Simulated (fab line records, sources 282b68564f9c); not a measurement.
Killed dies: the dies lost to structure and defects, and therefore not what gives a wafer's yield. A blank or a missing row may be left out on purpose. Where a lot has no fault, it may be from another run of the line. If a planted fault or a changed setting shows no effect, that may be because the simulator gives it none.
A struck lot beside a sound one / flow rit-cmos / 43 out of 202 route steps
Sound: wafers L344.2, L344.3, L344.4. The struck wafers were L357.3, L357.4, L357.5. The cause comes at the end.
For every step that has rows: the tool of each side, followed by ch and its chambers, followed by its first start. Under that, the readings that differ: sound wafers / struck wafers / difference of the means / sigmas: that difference in standard deviations of wafers without a fault.
alike: words and numbers the same on both sides, and readings whose means are apart by under 2 such deviations; not compared: readings that were withheld, readings missing a value for some wafer, numbers with overlapping values and no deviation given by the record, and bounds like >300 which may hide the same value.
Wherever a step has rows on one side only, a row that says differs or no value, or a row with sigmas, the two part there. When numbers do not overlap yet have no deviation, they are printed without sigmas and do not part them. Lack of a reading on every wafer of one side parts them only where that side has two or more wafers.

first, 3 steps without rows for these wafers: RIT_SDANNEAL_CLEAN_00 (cleans in SC1, time 600 s); RIT_SDANNEAL_CLEAN_01 (cleans in dHF, time 30 s); RIT_SDANNEAL_CLEAN_02 (cleans in SC2, time 600 s).
RIT_SDANNEAL_RTA_03: time 5 s.
  sound on rtp-anneal-01 ch 0, day 5 03:34; struck on rtp-anneal-02 ch 0, day 7 15:11
  alike: wafer_temp_C_max
RIT_SDANNEAL_RS_MEAS_04: the measuring method here is four-point-probe.
  struck on film-metro-04, day 7 15:16; sound on film-metro-01, day 5 03:38
  alike: PSD_RS
RIT_SDANNEAL_RS_MEAS_05: the measuring method here is four-point-probe.
  struck on film-metro-04, day 7 15:23; sound on film-metro-01, day 5 03:45
reading=NSD_RS (ohm/sq); sound=84.39 84.29 84.43; struck=84.89 84.85 85.21; difference=+0.61; sigmas=+2
RIT_SDANNEAL_RS_MEAS_06: the measuring method here is four-point-probe.
  struck on film-metro-04, day 7 15:31; sound on film-metro-01, day 5 03:52
  alike: PLDD_RS
RIT_SDANNEAL_RS_MEAS_07: the measuring method here is four-point-probe.
  struck on film-metro-04, day 7 15:38; sound on film-metro-01, day 5 03:59
  alike: NLDD_RS
then, 1 step without rows for these wafers: RIT_SILICIDE_WET_ETCH_00 (etches SiO2 in BOE, target depth 14 nm, time 15 s).
RIT_SILICIDE_SPUTTER_01: material Ti, target thk 30 nm, time 240 s.
  struck on pvd-sputter-02, day 7 15:43; sound on pvd-sputter-02, day 5 04:06
  alike: throttle-valve-pct
RIT_SILICIDE_RS_MEAS_02: the measuring method here is four-point-probe.
  struck on film-metro-03, day 7 15:55; sound on film-metro-01, day 5 04:18
  alike: SILICIDE_TI_RS
RIT_SILICIDE_THK_MEAS_03: measures by xrf.
  struck on film-metro-03, day 7 16:01; sound on film-metro-01, day 5 04:25
  alike: SILICIDE_TI_THK
RIT_SILICIDE_RTA_04: time 10 s, ramp up 5 s, ramp down 5 s.
  sound on rtp-anneal-01 ch 0, day 5 04:29; struck on rtp-anneal-01 ch 0, day 7 16:05
  alike: wafer_temp_C_max
then, 2 steps without rows for these wafers: RIT_SILICIDE_WET_ETCH_05 (etches Ti in SPM, time 120 s); RIT_SILICIDE_RTA_06 (time 10 s, ramp up 5 s, ramp down 10 s).
RIT_CONTACT_CVD_00: deposits SiO2 from TEOS, target thk 400 nm, time 61 s.
  sound on pecvd-04 ch 0,1,2, day 5 04:38; struck on pecvd-02 ch 0,1, day 7 16:14
  alike: heater-power-w
RIT_CONTACT_THK_MEAS_01:
  struck on film-metro-04, day 7 16:18; sound on film-metro-04, day 5 04:52
  alike: CONTACT_TEOS_THK
then, 6 steps without rows for these wafers: RIT_CONTACT_HMDS_02 (prime time 60 s); RIT_CONTACT_COAT_03 (resist thk 1000 nm); RIT_CONTACT_SOFTBAKE_04 (time 60 s); RIT_CONTACT_EXPOSE_05 (exposes mask M11, target cd 1000 nm); RIT_CONTACT_PEB_06; RIT_CONTACT_DEVELOP_07 (develop time 120 s).
RIT_CONTACT_CD_MEAS_08 targets a cd of 1000 nm.
  struck on cd-sem-02, day 7 17:37; sound on cd-sem-01, day 5 06:02
  alike: cd-nm
RIT_CONTACT_OVL_MEAS_09:
  struck on overlay-01, day 7 17:43; sound on overlay-01, day 5 06:08
  alike: CONTACT_OVL
then, 1 step without rows for these wafers: RIT_CONTACT_HARDBAKE_10 (time 60 s).
RIT_CONTACT_ETCH_11: etches SiO2 in CHF3/CF4/Ar, stops on TiSi2, target depth 480 nm, time 320 s.
  sound on rie-diel-03 ch 0,1,2, day 5 06:19; struck on rie-diel-03 ch 0,2,3, day 7 17:53
  alike: drypump-motor-current-A, oes-product-au, throttle-valve-pct
  not compared: rf-hours-counter-h
RIT_CONTACT_STRIP_12: strips in O2, time 180 s.
  sound on plasma-asher-02 ch 0,1, day 5 06:31; struck on plasma-asher-02 ch 0,1, day 7 18:08
  alike: drypump-motor-current-A
  not compared: rf-hours-counter-h
RIT_CONTACT_CD_MEAS_90 targets a cd of 1000 nm.
  struck on cd-sem-02, day 7 18:17; sound on cd-sem-01, day 5 06:42
  alike: cd-nm
then, 3 steps without rows for these wafers: RIT_CONTACT_CLEAN_13 (cleans in SC1, time 600 s); RIT_CONTACT_CLEAN_14 (cleans in SC2, time 600 s); RIT_M1_SPUTTER_00 (material Al, target thk 400 nm, time 500 s).
RIT_M1_RS_MEAS_01: the measuring method here is four-point-probe.
  struck on film-metro-01, day 7 19:15; sound on film-metro-04, day 5 07:29
  alike: M1_AL_RS
RIT_M1_THK_MEAS_02: measures by xrf.
  struck on film-metro-01, day 7 19:21; sound on film-metro-04, day 5 07:35
  alike: M1_AL_THK
then, 6 steps without rows for these wafers: RIT_M1_HMDS_03 (prime time 60 s); RIT_M1_COAT_04 (resist thk 1300 nm); RIT_M1_SOFTBAKE_05 (time 60 s); RIT_M1_EXPOSE_06 (exposes mask M12, target cd 2600 nm); RIT_M1_PEB_07; RIT_M1_DEVELOP_08 (develop time 68 s).
RIT_M1_CD_MEAS_09 targets a cd of 2600 nm.
  struck on cd-sem-01, day 7 20:32; sound on cd-sem-01, day 5 08:56
  alike: cd-nm
RIT_M1_OVL_MEAS_10:
  struck on overlay-01, day 7 20:38; sound on overlay-02, day 5 09:03
  alike: M1_OVL
RIT_M1_PROBE_99:
  struck on prober-01, day 7 23:16; sound on prober-01, day 5 11:42
reading=model.etest.npoly-line.rs-ohm-sq; sound=16.79 16.85 16.94; struck=17.12 16.95 17.17; difference=+0.22; sigmas=
reading=model.etest.ppoly-line.rs-ohm-sq; sound=16.36 16.26 16.32; struck=16.38 16.42 16.62; difference=+0.16; sigmas=
reading=model.etest.npoly-sal.rs-ohm-sq; sound=4.318 4.335 4.294; struck=4.41 4.341 4.411; difference=+0.07; sigmas=
reading=model.etest.ppoly-sal.rs-ohm-sq; sound=4.292 4.287 4.284; struck=4.389 4.311 4.382; difference=+0.073; sigmas=
reading=model.etest.pplus-sal.rs-ohm-sq; sound=4.292 4.277 4.253; struck=4.368 4.306 4.381; difference=+0.078; sigmas=
reading=model.etest.nplus-sal.rs-ohm-sq; sound=4.266 4.289 4.264; struck=4.358 4.297 4.342; difference=+0.059; sigmas=
  alike: killed_at_M0_to_M3, killed-at-front-end, killed-dies, killed-open, killed-short

## WHERE THEY PART
Within this record, at RIT_SDANNEAL_RS_MEAS_05 only. Later steps at which nothing parts them and some readings are alike: RIT_SDANNEAL_RS_MEAS_06, RIT_SDANNEAL_RS_MEAS_07, RIT_SILICIDE_SPUTTER_01, RIT_SILICIDE_RS_MEAS_02, RIT_SILICIDE_THK_MEAS_03, RIT_SILICIDE_RTA_04, RIT_CONTACT_CVD_00, RIT_CONTACT_THK_MEAS_01, RIT_CONTACT_CD_MEAS_08, RIT_CONTACT_OVL_MEAS_09, RIT_CONTACT_ETCH_11, RIT_CONTACT_STRIP_12, RIT_CONTACT_CD_MEAS_90, RIT_M1_RS_MEAS_01, RIT_M1_THK_MEAS_02, RIT_M1_CD_MEAS_09, RIT_M1_OVL_MEAS_10, RIT_M1_PROBE_99.

WHY: what the simulator had put in
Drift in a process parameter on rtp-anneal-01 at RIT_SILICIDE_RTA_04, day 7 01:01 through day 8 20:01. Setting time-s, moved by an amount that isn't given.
